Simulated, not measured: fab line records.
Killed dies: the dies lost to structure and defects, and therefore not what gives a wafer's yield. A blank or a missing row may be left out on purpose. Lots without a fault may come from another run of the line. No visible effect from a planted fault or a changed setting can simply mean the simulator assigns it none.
fab line records	flow berkeleyCmos170	part 1 of 2: steps 1 to 33 of 43
record: lots: 6	wafers: 18	lastDay: 11
route steps=331 shown M2@282 V2@292 M3@309
lots that met no fault: from a run of the same line without faults
startH: the number of hours between the record's first day and the start of the first shown wafer of the lot	waitH: how many hours have passed since the lot's step before this one	" same as the row above	L1.1+2: a single row standing in for several wafers	- no value, or no start given	* or withheld: withheld	< > ~ a bound
route shown NAME@n: a module of which the file shows steps, and the number in the route of the first	usual: the fault-free wafers' mean and standard deviation	same: alike in all rows	chamber/n: place in a boat	sites: each site's reading	_std_site: the values' standard deviation	_edge_site: inner sites' mean taken away from outer sites' mean	radiusMm: for every site, how far away it sits from the centre of the wafer	mask NAME#n: copy n	behind: the last tool/chamber to shape the wafer	hold: cause of the lot's hold/its duration in hours/its outcome	device: names the non-switching transistor (n, p or np)	end of line: the route-end tests of the same wafers	a step without rows: its recipe alone	killed: count of dies lost to structure and defects at first sort (not the wafer's yield)	map: the dies of a wafer, with x for killed, . for not killed, _ for no die there
set.NAME: the setting as run; set.NAME@STEP: as run at that earlier step	model.NAME: the simulator's own value behind a step, which no gauge read
lots at some steps of the route; a table a step, a row a wafer
services: a tool's chamber out of use, with start hour (startH, from the record's first day; less than 0 if before it), hours out, and reason
== steps ==
step: UCB170_M2_SOFTBAKE_11
recipe: resist: KrF	tempC: 130	timeS: 60
step: UCB170_M2_EXPOSE_12
recipe: maskId: METAL2	targetCdNm: 700	na: 0.5	sigmaOuter: 0.6	sourceShape: conventional	doseMj: 26
step: UCB170_M2_PEB_13
recipe: pebTempC: 130	pebTimeS: withheld	resist: KrF
step: UCB170_M2_DEVELOP_14
recipe: developer: TMAH	developTimeS: 45	resist: KrF	devTempC: 21
step: UCB170_M2_CD_MEAS_15
recipe: targetCdNm: 700
usual: cdNm: 699.7/1.5
lot.wafer	tool	chamber	startH	waitH	cdNm
L172.1	cdSem-01	-	157.50	-	701.3
L172.4	"	-	"	"	701.6
L172.5	"	-	"	"	702.1
L182.1	cdSem-01	-	203.58	-	699.0
L182.3	"	-	"	"	699.3
L182.5	"	-	"	"	699.0
L185.2	cdSem-02	-	228.47	-	697.9
L185.3	"	-	"	"	699.2
L185.4	"	-	"	"	698.5
L187.3	cdSem-02	-	228.91	-	699.6
L187.4	"	-	"	"	699.4
L187.6	"	-	"	"	698.5
L190.2	cdSem-01	-	239.08	-	701.3
L190.4	"	-	"	"	699.9
L190.5	"	-	"	"	699.5
L194.1	cdSem-02	-	262.87	-	699.1
L194.3	"	-	"	"	699.5
L194.6	"	-	"	"	699.4
step: UCB170_M2_OVL_MEAS_16
usual: M2_OVL: 4/5.1
lot.wafer	tool	chamber	startH	waitH	M2_OVL[nm]
L172.1	overlay-02	-	157.62	0.1	7
L172.4	"	-	"	"	0
L172.5	"	-	"	"	0
L182.1	overlay-01	-	203.70	0.1	-2
L182.3	"	-	"	"	4
L182.5	"	-	"	"	4
L185.2	overlay-01	-	228.57	0.1	2
L185.3	"	-	"	"	-6
L185.4	"	-	"	"	-5
L187.3	overlay-02	-	229.00	0.1	10
L187.4	"	-	"	"	10
L187.6	"	-	"	"	9
L190.2	overlay-01	-	239.18	0.1	2
L190.4	"	-	"	"	3
L190.5	"	-	"	"	-2
L194.1	overlay-01	-	262.99	0.1	5
L194.3	"	-	"	"	13
L194.6	"	-	"	"	8
step: UCB170_M2_ETCH_17
recipe: chemistry: N2/H2	targetDepthA: withheld	overetchA: withheld	target: BARC	timeS: withheld	sourceW: 500	biasW: 100	pressureMtorr: 30	n2FlowSccm: 100	h2FlowSccm: 200
usual: biasW: 100.0/0.33	drypumpMotorCurrentA: 5.6/0.41	oesProductAu: 0.995/0.027	throttleValvePct: 13.31/0.25
lot.wafer	tool	chamber	startH	waitH	biasW	drypumpMotorCurrentA	oesProductAu	throttleValvePct
L172.1	rieDiel-04	2	157.66	0.0	100.2	6.1	0.996	12.92
L172.4	"	1	"	"	100.1	5.5	0.974	13.15
L172.5	"	3	"	"	100.0	5.7	0.987	13.58
L182.1	rieDiel-01	2	203.73	0.0	100.3	5.2	0.922	13.39
L182.3	"	3	"	"	99.9	6.6	0.977	13.39
L182.5	"	3	"	"	100.1	6.6	0.977	13.41
L185.2	rieDiel-02	3	228.60	0.0	99.6	5.8	1.018	13.15
L185.3	"	2	"	"	100.1	5.4	0.963	13.12
L185.4	"	1	"	"	99.8	5.3	1.037	13.51
L187.3	rieDiel-02	0	229.02	0.0	100.0	6.0	1.010	13.70
L187.4	"	3	"	"	100.0	5.8	1.024	13.17
L187.6	"	3	"	"	100.3	5.8	1.026	13.16
L190.2	rieDiel-02	3	239.21	0.0	99.8	5.8	1.017	13.17
L190.4	"	2	"	"	99.9	5.4	0.965	13.11
L190.5	"	1	"	"	100.0	5.3	1.026	13.50
L194.1	rieDiel-01	1	263.03	0.0	100.0	5.7	0.997	13.63
L194.3	"	3	"	"	100.3	6.6	0.984	13.38
L194.6	"	1	"	"	99.9	5.7	1.003	13.62
step: UCB170_M2_METAL_ETCH_18
recipe: chemistry: Cl2/BCl3	target: Al	stopOn: SiO2	pressureMtorr: 12	targetDepthA: 11700	overEtchFrac: 0.3	timeS: 195	icpW: 600	biasW: 120	Cl2_flow_sccm: 90	bcl3FlowSccm: 45
step: UCB170_M2_STRIP_19
recipe: chemistry: O2	powerW: 400	pressureMtorr: 3500	platenTempC: withheld	o2FlowSccm: 400	overashFraction: 0.5
step: UCB170_M2_CD_MEAS_90
recipe: targetCdNm: 700
usual: cdNm: 703/4.2
lot.wafer	tool	chamber	startH	waitH	cdNm
L172.1	cdSem-01	-	158.18	0.1	711
L172.4	"	-	"	"	711
L172.5	"	-	"	"	712
L182.1	cdSem-02	-	204.14	0.1	706
L182.3	"	-	"	"	700
L182.5	"	-	"	"	706
L185.2	cdSem-01	-	228.95	0.1	700
L185.3	"	-	"	"	700
L185.4	"	-	"	"	707
L187.3	cdSem-02	-	229.42	0.1	702
L187.4	"	-	"	"	707
L187.6	"	-	"	"	702
L190.2	cdSem-02	-	239.56	0.1	709
L190.4	"	-	"	"	708
L190.5	"	-	"	"	702
L194.1	cdSem-02	-	263.36	0.1	702
L194.3	"	-	"	"	703
L194.6	"	-	"	"	703
step: UCB170_V2_CVD_00
recipe: material: SiO2	targetThkNm: 2000	tempC: 390	precursor: TEOS/O2	timeS: 250	rfW: 550	pressureMtorr: 9000
usual: heaterPowerW: 228/48
same: timeS: 250
lot.wafer	tool	chamber	startH	waitH	heaterPowerW
L172.1	pecvd-03	2	158.30	0.1	255
L172.4	"	2	"	"	170
L172.5	"	1	"	"	169
L182.1	pecvd-03	2	204.26	0.1	198
L182.3	"	1	"	"	234
L182.5	"	2	"	"	255
L185.2	pecvd-01	2	229.05	0.1	355
L185.3	"	1	"	"	245
L185.4	"	2	"	"	248
L187.3	pecvd-03	1	229.50	0.1	244
L187.4	"	1	"	"	168
L187.6	"	0	"	"	156
L190.2	pecvd-03	1	239.66	0.1	178
L190.4	"	1	"	"	240
L190.5	"	2	"	"	170
L194.1	pecvd-04	1	263.48	0.1	267
L194.3	"	0	"	"	234
L194.6	"	2	"	"	257
step: UCB170_V2_THK_MEAS_01
recipe: reads: SiO2_of_V2_CVD_00
usual: V2_TEOS_THK: 2000/38
lot.wafer	tool	chamber	startH	waitH	V2_TEOS_THK[nm]
L172.1	filmMetro-03	-	158.45	0.1	2010
L172.4	"	-	"	"	2075
L172.5	"	-	"	"	2033
L182.1	filmMetro-01	-	204.42	0.1	1972
L182.3	"	-	"	"	1973
L182.5	"	-	"	"	1987
L185.2	filmMetro-04	-	229.22	0.1	1994
L185.3	"	-	"	"	1975
L185.4	"	-	"	"	2020
L187.3	filmMetro-03	-	229.68	0.1	1933
L187.4	"	-	"	"	1986
L187.6	"	-	"	"	2044
L190.2	filmMetro-03	-	239.83	0.1	1960
L190.4	"	-	"	"	1999
L190.5	"	-	"	"	1968
L194.1	filmMetro-04	-	263.64	0.1	1998
L194.3	"	-	"	"	1990
L194.6	"	-	"	"	2038
step: UCB170_V2_CMP_02
recipe: material: SiO2	downForcePsi: 6	platenRpm: 60	padVelocityMS: 0.75398
usual: motorCurrentA: 15.9/1.6
lot.wafer	tool	chamber	startH	waitH	motorCurrentA	model.SiO2_of_V2_CVD_00.thkNm
L172.4	cmp-01	2	158.61	0.1	13.9	1001
L172.1	"	3	"	"	17.0	1001
L172.5	"	1	"	"	12.9	1002
L182.3	cmp-02	3	204.48	0.0	17.2	1000
L182.1	"	1	"	"	14.5	1004
L182.5	"	0	"	"	16.9	999.7
L185.3	cmp-01	0	229.32	0.1	17.2	745.1
L185.4	"	1	"	"	12.8	999
L185.2	"	2	"	"	13.7	999.1
L187.3	cmp-01	1	229.97	0.3	12.7	1001
L187.4	"	2	"	"	14.4	1001
L187.6	"	0	"	"	17.6	745.7
L190.4	cmp-02	3	239.88	0.0	16.1	1001
L190.2	"	2	"	"	17.7	999.4
L190.5	"	3	"	"	16.0	1000
L194.3	cmp-02	2	264.41	0.7	17.7	999.1
L194.1	"	3	"	"	16.6	999.9
L194.6	"	3	"	"	17.3	1000
step: UCB170_V2_BOW_MEAS_03
recipe: mode: bow
usual: V2_BOW: 38/6.2
lot.wafer	tool	chamber	startH	waitH	hold	V2_BOW[um]
L172.1	filmMetro-01	-	158.81	0.1	-	37
L172.4	"	-	"	"	-	35
L172.5	"	-	"	"	-	36
L182.1	filmMetro-01	-	204.84	0.2	-	37
L182.3	"	-	"	"	-	41
L182.5	"	-	"	"	-	44
L185.2	filmMetro-04	-	229.59	0.1	awaitDispo/0.2h/release	39
L185.3	"	-	"	"	awaitDispo/0.2h/release	30
L185.4	"	-	"	"	awaitDispo/0.2h/release	37
L185.2	filmMetro-04	-	229.87	0.3	-	-
L185.3	"	-	"	"	-	-
L185.4	"	-	"	"	-	-
L187.3	filmMetro-03	-	230.21	0.2	awaitDispo/0.2h/release	29
L187.4	"	-	"	"	awaitDispo/0.2h/release	32
L187.6	"	-	"	"	awaitDispo/0.2h/release	22
L187.3	filmMetro-03	-	230.50	0.3	-	-
L187.4	"	-	"	"	-	-
L187.6	"	-	"	"	-	-
L190.2	filmMetro-04	-	240.20	0.1	-	30
L190.4	"	-	"	"	-	23
L190.5	"	-	"	"	-	26
L194.1	filmMetro-01	-	264.71	0.2	-	32
L194.3	"	-	"	"	-	40
L194.6	"	-	"	"	-	41
step: UCB170_V2_THK_MEAS_04
recipe: reads: SiO2_of_V2_CVD_00
usual: V2_POLISHED_THK: 999.7/1.6
lot.wafer	tool	chamber	startH	waitH	hold	V2_POLISHED_THK[nm]
L172.1	filmMetro-01	-	158.93	0.1	-	1000.0
L172.4	"	-	"	"	-	1000.7
L172.5	"	-	"	"	-	1000.5
L182.1	filmMetro-01	-	204.96	0.1	-	1003.8
L182.3	"	-	"	"	-	1001.4
L182.5	"	-	"	"	-	1000.2
L187.3	filmMetro-03	-	233.27	2.8	awaitDispo/0.2h/release	1002.0
L187.4	"	-	"	"	awaitDispo/0.2h/release	1000.7
L187.6	"	-	"	"	awaitDispo/0.2h/release	745.2
L187.3	filmMetro-03	-	233.49	0.2	-	999.5
L187.4	"	-	"	"	-	1001.0
L187.6	"	-	"	"	-	745.4
L185.2	filmMetro-04	-	235.72	5.8	awaitDispo/0.2h/release	999.3
L185.3	"	-	"	"	awaitDispo/0.2h/release	745.3
L185.4	"	-	"	"	awaitDispo/0.2h/release	998.9
L185.2	filmMetro-04	-	235.94	0.2	-	999.5
L185.3	"	-	"	"	-	745.0
L185.4	"	-	"	"	-	998.6
L190.2	filmMetro-04	-	240.31	0.1	-	999.6
L190.4	"	-	"	"	-	1001.1
L190.5	"	-	"	"	-	998.8
L194.1	filmMetro-01	-	264.83	0.1	-	1000.7
L194.3	"	-	"	"	-	998.8
L194.6	"	-	"	"	-	1000.5
step: UCB170_V2_HMDS_06
recipe: primeTimeS: 60	primeTempC: 100
step: UCB170_V2_COAT_07
recipe: resist: KrF	spinRpm: 1500	resistThkNm: 900
step: UCB170_V2_SOFTBAKE_08
recipe: resist: KrF	tempC: 130	timeS: 60
step: UCB170_V2_EXPOSE_09
recipe: maskId: VIA2	targetCdNm: 700	na: 0.5	sigmaOuter: 0.6	sourceShape: conventional	doseMj: 37
step: UCB170_V2_PEB_10
recipe: pebTempC: 130	pebTimeS: withheld	resist: KrF
step: UCB170_V2_DEVELOP_11
recipe: developer: TMAH	developTimeS: 45	resist: KrF	devTempC: 21
step: UCB170_V2_CD_MEAS_12
recipe: targetCdNm: 700
usual: cdNm: 699.9/1.4
lot.wafer	tool	chamber	startH	waitH	cdNm
L172.1	cdSem-02	-	160.35	-	699.8
L172.4	"	-	"	"	699.8
L172.5	"	-	"	"	699.7
L182.1	cdSem-02	-	207.26	-	700.5
L182.3	"	-	"	"	701.4
L182.5	"	-	"	"	699.0
L187.3	cdSem-01	-	236.22	-	699.9
L187.4	"	-	"	"	699.6
L187.6	"	-	"	"	699.6
L185.2	cdSem-02	-	238.87	-	701.5
L185.3	"	-	"	"	699.0
L185.4	"	-	"	"	700.9
L190.2	cdSem-01	-	242.00	-	700.1
L190.4	"	-	"	"	699.4
L190.5	"	-	"	"	699.7
L194.1	cdSem-01	-	266.16	-	701.0
L194.3	"	-	"	"	702.1
L194.6	"	-	"	"	702.3
step: UCB170_V2_OVL_MEAS_13
usual: V2_OVL: -3/5.7
lot.wafer	tool	chamber	startH	waitH	V2_OVL[nm]
L172.1	overlay-01	-	160.47	0.1	-7
L172.4	"	-	"	"	-3
L172.5	"	-	"	"	-2
L182.1	overlay-02	-	207.38	0.1	-3
L182.3	"	-	"	"	6
L182.5	"	-	"	"	-1
L187.3	overlay-02	-	236.32	0.1	-2
L187.4	"	-	"	"	-1
L187.6	"	-	"	"	3
L185.2	overlay-01	-	238.98	0.1	-1
L185.3	"	-	"	"	8
L185.4	"	-	"	"	-3
L190.2	overlay-01	-	242.10	0.1	-9
L190.4	"	-	"	"	-11
L190.5	"	-	"	"	-3
L194.1	overlay-02	-	266.28	0.1	-3
L194.3	"	-	"	"	-1
L194.6	"	-	"	"	-4
step: UCB170_V2_ETCH_14
recipe: chemistry: CHF3/CF4/Ar	target: SiO2	stopOn: Al	CHF3_flow_sccm: 45	cf4FlowSccm: 15	Ar_flow_sccm: 150	pressureMtorr: 200	rfW: 700	targetDepthA: 12500	overEtchFrac: 0.25	timeS: 291
usual: CHF3_flow_sccm: 45.00/0.14	drypumpMotorCurrentA: 5.6/0.48	mfcArSccm: 150.0/0.42	oesProductAu: 0.867/0.014	throttleValvePct: 6.95/0.12
same: timeS: 291
lot.wafer	tool	chamber	startH	waitH	CHF3_flow_sccm	drypumpMotorCurrentA	mfcArSccm	oesProductAu	rfHoursCounterH	throttleValvePct	model.V2.featureDepthNm	model.etch.depthNm
L172.1	rieDiel-02	3	160.50	0.0	45.13	5.8	149.7	0.849	96	6.96	1002	1001
L172.4	"	0	"	"	44.97	6.0	150.5	0.880	62	7.16	1002	1001
L172.5	"	2	"	"	45.26	5.4	149.7	0.859	-	6.78	1002	1002
L182.1	rieDiel-01	0	207.41	0.0	44.83	4.9	151.1	0.874	100	6.83	1004	1004
L182.3	"	2	"	"	45.13	5.2	149.9	0.841	155	7.13	1000	1000
L182.5	"	2	"	"	45.08	5.2	149.6	0.850	-	7.12	999.7	999.7
L187.3	rieDiel-02	1	236.34	0.0	45.02	5.3	150.5	0.884	101	6.93	1001	1001
L187.4	"	2	"	"	44.85	5.4	149.8	0.850	121	6.79	1001	1001
L187.6	"	0	"	"	45.24	6.0	149.8	0.749	-	7.14	746.1	745.7
L185.2	rieDiel-03	1	239.01	0.0	45.02	5.4	150.4	0.881	23	6.77	999.5	999.1
L185.3	"	3	"	"	44.82	4.9	150.0	0.767	137	6.93	745.1	745.1
L185.4	"	2	"	"	45.04	5.5	150.4	0.880	5	6.97	999.8	999
L190.2	rieDiel-03	3	242.13	0.0	45.01	4.9	149.6	0.892	137	6.94	999.5	999.4
L190.4	"	0	"	"	45.10	6.1	150.2	0.873	18	6.99	1001	1001
L190.5	"	1	"	"	44.99	5.4	149.3	0.882	-	6.77	1000	1000
L194.1	rieDiel-01	2	266.32	0.0	45.22	5.1	149.8	0.853	2	7.13	999.9	999.9
L194.3	"	1	"	"	45.00	5.7	150.1	0.845	19	7.03	999.2	999.1
L194.6	"	1	"	"	44.93	5.7	149.5	0.849	-	7.04	1000	1000
step: UCB170_V2_STRIP_15
recipe: chemistry: O2	powerW: 400	pressureMtorr: 3500	platenTempC: withheld	o2FlowSccm: 400	overashFraction: 0.5
usual: drypumpMotorCurrentA: 5.6/0.3	oesProductAu: 0.722/0.0043	stripTimeToEndpointS: 15.30/0.2
lot.wafer	tool	chamber	startH	waitH	drypumpMotorCurrentA	oesProductAu	rfHoursCounterH	stripTimeToEndpointS
L172.1	plasmaAsher-03	1	160.68	0.1	5.3	0.718	4	15.08
L172.4	"	0	"	"	5.8	0.716	-	15.21
L172.5	"	1	"	"	5.2	0.722	-	15.21
L182.1	plasmaAsher-04	1	207.59	0.1	6.1	0.722	50	15.49
L182.3	"	1	"	"	6.0	0.720	-	15.66
L182.5	"	1	"	"	6.0	0.716	-	15.65
L187.3	plasmaAsher-03	0	236.55	0.1	5.8	0.718	-	15.23
L187.4	"	1	"	"	5.2	0.722	-	15.34
L187.6	"	1	"	"	5.2	0.718	-	15.27
L185.2	plasmaAsher-04	1	239.19	0.1	6.0	0.714	53	15.10
L185.3	"	1	"	"	6.0	0.724	-	15.25
L185.4	"	0	"	"	5.5	0.727	-	15.10
L190.2	plasmaAsher-04	1	242.31	0.1	6.0	0.713	54	15.21
L190.4	"	1	"	"	6.0	0.727	-	15.55
L190.5	"	1	"	"	6.0	0.716	-	15.14
L194.1	plasmaAsher-03	0	266.50	0.1	5.8	0.718	16	15.37
L194.3	"	0	"	"	5.8	0.727	-	15.28
L194.6	"	1	"	"	5.2	0.726	-	15.16
step: UCB170_V2_CD_MEAS_90
recipe: targetCdNm: 700
usual: cdNm: 700.1/1.7
lot.wafer	tool	chamber	startH	waitH	cdNm
L172.1	cdSem-01	-	160.78	0.1	700.8
L172.4	"	-	"	"	699.2
L172.5	"	-	"	"	701.2
L182.1	cdSem-01	-	207.69	0.1	700.8
L182.3	"	-	"	"	701.6
L182.5	"	-	"	"	699.2
L187.3	cdSem-01	-	236.66	0.1	699.6
L187.4	"	-	"	"	698.6
L187.6	"	-	"	"	699.1
L185.2	cdSem-01	-	239.31	0.1	701.8
L185.3	"	-	"	"	700.1
L185.4	"	-	"	"	702.2
L190.2	cdSem-02	-	242.43	0.1	700.7
L190.4	"	-	"	"	699.1
L190.5	"	-	"	"	699.6
L194.1	cdSem-02	-	266.60	0.1	699.7
L194.3	"	-	"	"	701.2
L194.6	"	-	"	"	702.3
step: UCB170_M3_PRE_CLEAN_00
recipe: gas: Ar	precleanEtchTimeS: 60
step: UCB170_M3_SPUTTER_01
recipe: material: Al	targetThkNm: 900	timeS: 120	powerW: 6000	chamberPressurePa: 0.5
usual: throttleValvePct: 30.1/0.74
same: timeS: 120
lot.wafer	tool	chamber	startH	waitH	throttleValvePct
L172.1	pvdSputter-01	-	160.97	0.0	30.0
L172.4	"	-	"	"	30.7
L172.5	"	-	"	"	28.4
L182.1	pvdSputter-03	-	207.88	0.0	30.8
L182.3	"	-	"	"	30.9
L182.5	"	-	"	"	29.9
L187.3	pvdSputter-01	-	236.81	0.0	30.9
L187.4	"	-	"	"	29.8
L187.6	"	-	"	"	31.4
L185.2	pvdSputter-04	-	239.47	0.0	30.3
L185.3	"	-	"	"	29.9
L185.4	"	-	"	"	30.4
L190.2	pvdSputter-03	-	242.60	0.0	29.9
L190.4	"	-	"	"	29.5
L190.5	"	-	"	"	29.8
L194.1	pvdSputter-04	-	266.78	0.0	30.1
L194.3	"	-	"	"	30.2
L194.6	"	-	"	"	30.1
step: UCB170_M3_RS_MEAS_02
recipe: thkMeasGauge: four-point-probe	reads: Al_of_M3_SPUTTER_01
usual: M3_AL_RS: 0.0324/0.00031
lot.wafer	tool	chamber	startH	waitH	M3_AL_RS[ohm/sq]
L172.1	filmMetro-02	-	161.05	0.0	0.0329
L172.4	"	-	"	"	0.0329
L172.5	"	-	"	"	0.0324
L182.1	filmMetro-03	-	207.96	0.0	0.0328
L182.3	"	-	"	"	0.0324
L182.5	"	-	"	"	0.0328
L187.3	filmMetro-04	-	236.93	0.1	0.0326
L187.4	"	-	"	"	0.0329
L187.6	"	-	"	"	0.0326
L185.2	filmMetro-02	-	239.58	0.1	0.0325
L185.3	"	-	"	"	0.0329
L185.4	"	-	"	"	0.0317
L190.2	filmMetro-04	-	242.70	0.1	0.0320
L190.4	"	-	"	"	0.0322
L190.5	"	-	"	"	0.0319
L194.1	filmMetro-04	-	266.87	0.0	0.0323
L194.3	"	-	"	"	0.0324
L194.6	"	-	"	"	0.0323
step: UCB170_M3_THK_MEAS_03
recipe: thkMeasGauge: xrf	reads: Al_of_M3_SPUTTER_01
usual: M3_AL_THK: 897/9.3
lot.wafer	tool	chamber	startH	waitH	M3_AL_THK[nm]
L172.1	filmMetro-02	-	161.17	0.1	880
L172.4	"	-	"	"	882
L172.5	"	-	"	"	892
L182.1	filmMetro-03	-	208.08	0.1	888
L182.3	"	-	"	"	896
L182.5	"	-	"	"	884
L187.3	filmMetro-04	-	237.03	0.1	895
L187.4	"	-	"	"	889
L187.6	"	-	"	"	890
L185.2	filmMetro-02	-	239.69	0.1	895
L185.3	"	-	"	"	880
L185.4	"	-	"	"	911
L190.2	filmMetro-04	-	242.81	0.1	908
L190.4	"	-	"	"	906
L190.5	"	-	"	"	917
L194.1	filmMetro-04	-	266.99	0.1	911
L194.3	"	-	"	"	904
L194.6	"	-	"	"	903
step: UCB170_M3_HMDS_04
recipe: primeTimeS: 60	primeTempC: 100
step: UCB170_M3_COAT_05
recipe: resist: KrF	spinRpm: 1500	resistThkNm: 900
step: UCB170_M3_SOFTBAKE_06
recipe: resist: KrF	tempC: 130	timeS: 60
== key ==
firstSign: step: UCB170_V2_BOW_MEAS_03	reading: visit	direction: added
effect: step: UCB170_V2_THK_MEAS_04	reading: visit	direction: added
effect: step: UCB170_V2_THK_MEAS_04	reading: V2_POLISHED_THK	direction: down	sigmas: 99+	usual: 999.7	struck: 745.3
effect: step: UCB170_V2_ETCH_14	reading: oesProductAu	direction: down	sigmas: 8	usual: 0.867	struck: 0.758
modelEffect: step: UCB170_V2_CMP_02	value: SiO2_of_V2_CVD_00.thkNm	without: 995.4	struck: 745.4
modelEffect: step: UCB170_V2_ETCH_14	value: V2.featureDepthNm	without: 995.6	struck: 745.6
modelEffect: step: UCB170_M3_METAL_ETCH_18	value: SiO2_of_V2_CVD_00.thkNm	without: 932.8	struck: 682.8
metAt UCB170_V2_CMP_02
struckWafers L185.3,L187.6
fault: kind: processParameterDrift	tool: cmp-01	chamber: 0	onsetH: 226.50	steps: UCB170_V2_CMP_02	channel: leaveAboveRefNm	offset: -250	shape: step	endH: 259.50	actsIn: theseRecipesOnly	stated: 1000
